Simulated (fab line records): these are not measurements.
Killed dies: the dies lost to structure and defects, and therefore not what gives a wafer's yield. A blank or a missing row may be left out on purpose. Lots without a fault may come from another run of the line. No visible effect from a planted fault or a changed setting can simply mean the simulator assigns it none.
Comparing a struck lot with a sound one | flow ritCmos | 43 steps out of a route of 202
Sound: wafers L331.1, L331.4, L331.6. The struck wafers were L335.2, L335.4, L335.5. The cause is given at the end.
Each step with rows lists, per side, the tool, then ch with its chambers, then its first start. Under that, the readings that differ: sound wafers | struck wafers | difference of the means | sigmas: that difference in standard deviations of wafers without a fault.
alike: readings with means less than 2 such deviations apart, plus words and numbers identical on both sides. not compared: withheld readings, readings lacking a value on some wafer, bounds such as >300 that could conceal the same value, and numbers that have no deviation in the record and whose values overlap.
The two part at a step that has a row with sigmas, a row that says differs or no value, or rows on one side only. Numbers that don't overlap but have no deviation are shown without sigmas and don't part them. Lack of a reading on every wafer of one side parts them only where that side has two or more wafers.

first, 6 steps without rows for these wafers: RIT_ACTIVE_HMDS_05 (prime time 60 s); RIT_ACTIVE_COAT_06 (resist thk 1000 nm); RIT_ACTIVE_SOFTBAKE_07 (time 60 s); RIT_ACTIVE_EXPOSE_08 (exposes mask M1, target cd 1400 nm); RIT_ACTIVE_PEB_09; RIT_ACTIVE_DEVELOP_10 (develop time 50 s).
RIT_ACTIVE_CD_MEAS_11: the cd target is 1400 nm.
  struck on cdSem-02, day 3 01:39; sound on cdSem-02, day 2 05:26
reading   | sound                | struck               | difference | sigmas
cdNm (nm) | 1397.3 1397.1 1396.5 | 1399.8 1404.0 1400.8 | +4.6       | +3
then, 1 step without rows for these wafers: RIT_ACTIVE_HARDBAKE_12 (time 60 s).
RIT_ACTIVE_ETCH_13: etches Si3N4 in SF6, stops on SiO2, time 210 s, target depth 210 nm.
  sound on rieDiel-01 ch 1,2,3, day 2 05:43; struck on rieDiel-02 ch 0,3, day 3 01:54
reading                  | sound       | struck      | difference | sigmas
drypumpMotorCurrentA (A) | 5.3 5.8 5.7 | 6.7 6.5 6.5 | +1.0       | +2
  alike: oesProductAu, throttleValvePct
  not compared: rfHoursCounterH
RIT_ACTIVE_STRIP_14: strips in O2, time 180 s.
  sound on plasmaAsher-04 ch 0,1, day 2 05:50; struck on plasmaAsher-01 ch 0,1, day 3 02:02
  alike: drypumpMotorCurrentA, rfReflPowerW
  not compared: rfHoursCounterH
RIT_ACTIVE_CD_MEAS_90: the cd target is 1400 nm.
  struck on cdSem-01, day 3 02:14; sound on cdSem-01, day 2 06:01
reading   | sound                | struck               | difference | sigmas
cdNm (nm) | 1397.2 1397.5 1396.7 | 1400.1 1404.7 1401.0 | +4.8       | +3
then, 1 step without rows for these wafers: RIT_ACTIVE_CLEAN_15 (cleans in SC1, time 600 s).
RIT_ACTIVE_CLEAN_16: cleans in dHF, time 30 s.
  sound on wetBench-03 ch 0, day 2 06:19; struck on wetBench-03 ch 3, day 3 02:30
then, 2 steps without rows for these wafers: RIT_ACTIVE_CLEAN_17 (cleans in SC2, time 600 s); RIT_FOX1_OXIDATION_00 (target thk 350.7 nm, ox time 1130 s).
RIT_FOX1_THK_MEAS_01:
  struck on filmMetro-04, day 3 04:18; sound on filmMetro-03, day 2 09:13
  alike: FOX1_OXIDE_THK
then, 2 steps without rows for these wafers: RIT_FOX1_WET_ETCH_02 (etches SiO2 in BOE, target depth 350 nm, time 390 s); RIT_FOX2_OXIDATION_00 (target thk 350.7 nm, ox time 1130 s).
RIT_FOX2_THK_MEAS_01:
  struck on filmMetro-01, day 3 05:47; sound on filmMetro-01, day 2 10:43
  alike: FOX2_OXIDE_THK
then, 2 steps without rows for these wafers: RIT_FOX2_CLEAN_02 (cleans in dHF, time 180 s); RIT_FOX2_WET_ETCH_03 (etches Si3N4 in H3PO4, target depth 195 nm, time 2700 s).
RIT_FOX2_THK_MEAS_90:
  struck on filmMetro-02, day 3 06:40; sound on filmMetro-03, day 2 11:35
  alike: FIELD_OXIDE_LEFT_1_THK
then, 6 steps without rows for these wafers: RIT_NWELL_HMDS_00 (prime time 60 s); RIT_NWELL_COAT_01 (resist thk 1300 nm); RIT_NWELL_SOFTBAKE_02 (time 60 s); RIT_NWELL_EXPOSE_03 (exposes mask M2, target cd 43900 nm); RIT_NWELL_PEB_04; RIT_NWELL_DEVELOP_05 (develop time 68 s).
RIT_NWELL_OVL_MEAS_06:
  struck on overlay-01, day 3 07:43; sound on overlay-02, day 2 12:39
  alike: NWELL_OVL
then, 2 steps without rows for these wafers: RIT_NWELL_HARDBAKE_07 (time 120 s); RIT_NWELL_IMPLANT_08.
RIT_NWELL_STRIP_09: strips in O2, time 180 s.
  sound on plasmaAsher-04 ch 0,1, day 2 13:05; struck on plasmaAsher-04 ch 0,1, day 3 08:09
  alike: drypumpMotorCurrentA, rfReflPowerW
  not compared: rfHoursCounterH
RIT_NWELL_TW_MEAS_10:
  struck on filmMetro-01, day 3 08:20; sound on filmMetro-02, day 2 13:16
reading  | sound          | struck         | difference | sigmas
NWELL_TW | 2124 2107 2102 | 2166 2154 2161 | +49        | +3
then, 6 steps without rows for these wafers: RIT_PWELL_HMDS_00 (prime time 60 s); RIT_PWELL_COAT_01 (resist thk 1300 nm); RIT_PWELL_SOFTBAKE_02 (time 60 s); RIT_PWELL_EXPOSE_03 (exposes mask M3, target cd 43700 nm); RIT_PWELL_PEB_04; RIT_PWELL_DEVELOP_05 (develop time 68 s).
RIT_PWELL_OVL_MEAS_06:
  struck on overlay-02, day 3 09:24; sound on overlay-01, day 2 14:12
  alike: PWELL_OVL
then, 2 steps without rows for these wafers: RIT_PWELL_HARDBAKE_07 (time 120 s); RIT_PWELL_IMPLANT_08.
RIT_M1_PROBE_99:
  struck on prober-02, day 4 20:38; sound on prober-02, day 4 02:28
reading            | sound | struck   | difference | sigmas
killed_at_M0_to_M3 | 0 0 1 | 0 0 0    | +0         | -2
killedAtFrontEnd   | 8 9 6 | 50 45 53 | +42        | +14
killedDies         | 8 9 7 | 50 45 53 | +41        | +14
  alike: killedAtContacts, killedOpen, killedShort

## WHERE THEY PART
First at RIT_ACTIVE_CD_MEAS_11; last, within this record, at RIT_M1_PROBE_99.

WHY: what had been put in by the simulator
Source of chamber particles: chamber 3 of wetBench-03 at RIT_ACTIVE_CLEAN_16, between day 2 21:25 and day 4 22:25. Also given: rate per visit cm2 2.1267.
